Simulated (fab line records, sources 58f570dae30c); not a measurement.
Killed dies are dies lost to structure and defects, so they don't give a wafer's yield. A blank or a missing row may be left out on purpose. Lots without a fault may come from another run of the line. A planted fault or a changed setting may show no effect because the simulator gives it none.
Split-lot experiment | flow berkeley_cmos170 | 5 lots, 23 wafers read, on a route of 331 steps

THE SPLIT
At UCB170_V2_COAT_07 (resist thk 900 nm), the setting spin_rpm was moved away from the recipe's 1500 rpm on 9 of the 23 wafers read, by -7.3% to +5.3%. The other wafers ran this setting at the recipe's value.

The reading is taken at the split's own step.

THE READING
KrF_of_V2_COAT_07.thk_nm (the simulator's own value, which no gauge read), in nm, at UCB170_V2_COAT_07 (resist thk 900 nm). The file gives no usual value for it. The 14 wafers here that ran the recipe average 897.6 nm, standard deviation 3.2 nm.

wafer  | tool, chamber at the split | spin_rpm as run, rpm | against the recipe | KrF_of_V2_COAT_07.thk_nm, nm | against lot-mates on the recipe
L076.1 | litho_track-01, 0          | 1403                 | -6.5%              | 927.5                        | +29.5
L076.2 | litho_track-01, 0          | 1500                 | recipe             | 898.8                        | -
L076.3 | litho_track-01, 0          | 1500                 | recipe             | 897.1                        | -
L076.4 | litho_track-01, 0          | 1403                 | -6.5%              | 928.7                        | +30.8
L076.5 | litho_track-01, 0          | 1403                 | -6.5%              | 924.4                        | +26.4
L078.1 | litho_track-01, 0          | 1579                 | +5.3%              | 873.7                        | -23.5
L078.2 | litho_track-01, 0          | 1500                 | recipe             | 898.2                        | -
L078.4 | litho_track-01, 0          | 1579                 | +5.3%              | 876.5                        | -20.7
L078.5 | litho_track-01, 0          | 1500                 | recipe             | 896.2                        | -
L078.6 | litho_track-01, 0          | 1579                 | +5.3%              | 874.9                        | -22.3
L080.1 | litho_track-03, 0          | 1390                 | -7.3%              | 937.7                        | +36.7
L080.2 | litho_track-03, 0          | 1390                 | -7.3%              | 935.8                        | +34.8
L080.4 | litho_track-03, 0          | 1500                 | recipe             | 900.7                        | -
L080.5 | litho_track-03, 0          | 1390                 | -7.3%              | 934.9                        | +33.9
L080.6 | litho_track-03, 0          | 1500                 | recipe             | 901.3                        | -
L082.1 | litho_track-04, 0          | 1500                 | recipe             | 901.5                        | -
L082.4 | litho_track-04, 0          | 1500                 | recipe             | 901.8                        | -
L082.6 | litho_track-04, 0          | 1500                 | recipe             | 899.9                        | -
L083.1 | litho_track-04, 0          | 1500                 | recipe             | 894.4                        | -
L083.2 | litho_track-04, 0          | 1500                 | recipe             | 893.2                        | -
L083.3 | litho_track-04, 0          | 1500                 | recipe             | 893.2                        | -
L083.5 | litho_track-04, 0          | 1500                 | recipe             | 897.4                        | -
L083.6 | litho_track-04, 0          | 1500                 | recipe             | 892.4                        | -

THE FIT
A straight line over all 23 wafers: KrF_of_V2_COAT_07.thk_nm changes by -4.75 nm for each +1% of spin_rpm; r = -0.99; the points scatter about the line by 3.2 nm.
The same after taking each lot's own level away (the mean of its wafers on the recipe; 23 wafers): -4.52 nm for each +1%; r = -1.00; scatter 1.6 nm.
On that fit, the largest move of spin_rpm shifts the reading by 33 nm.
The lots' own levels span 894.12 to 901.07 nm, that is 2.2 times the standard deviation above.
So the lot-to-lot level changes the slope little: the two slopes agree.
Check: with one of the wafers moved furthest among these (-7.3%) left out of the fit, the line predicts +33 nm for it against its lot-mates. It came out at +36.7 nm against them.

OTHER SPLITS ON THESE WAFERS
These wafers also went through other splits before the reading. Each is held against what the fit with the lots' levels taken away leaves over:
other split on the same wafers     | wafers away from the commonest value | r with KrF_of_V2_COAT_07.thk_nm (lot level and that fit taken away)
UCB170_SILICIDE_SPUTTER_01 power_w | 9                                    | +0.14
UCB170_CONTACT_COAT_04 spin_rpm    | 5                                    | -0.23
UCB170_M1_COAT_04 resist_thk_nm    | 7                                    | -0.02
UCB170_M1_EXPOSE_06 dose_mj        | 5                                    | +0.04
UCB170_M2_COAT_10 spin_rpm         | 8                                    | -0.43
UCB170_M2_STRIP_19 power_w         | 6                                    | -0.04

THE FILE'S OWN FIT
KrF_of_V2_COAT_07.thk_nm changes by -4.55 nm for each +1% of spin_rpm, r = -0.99.
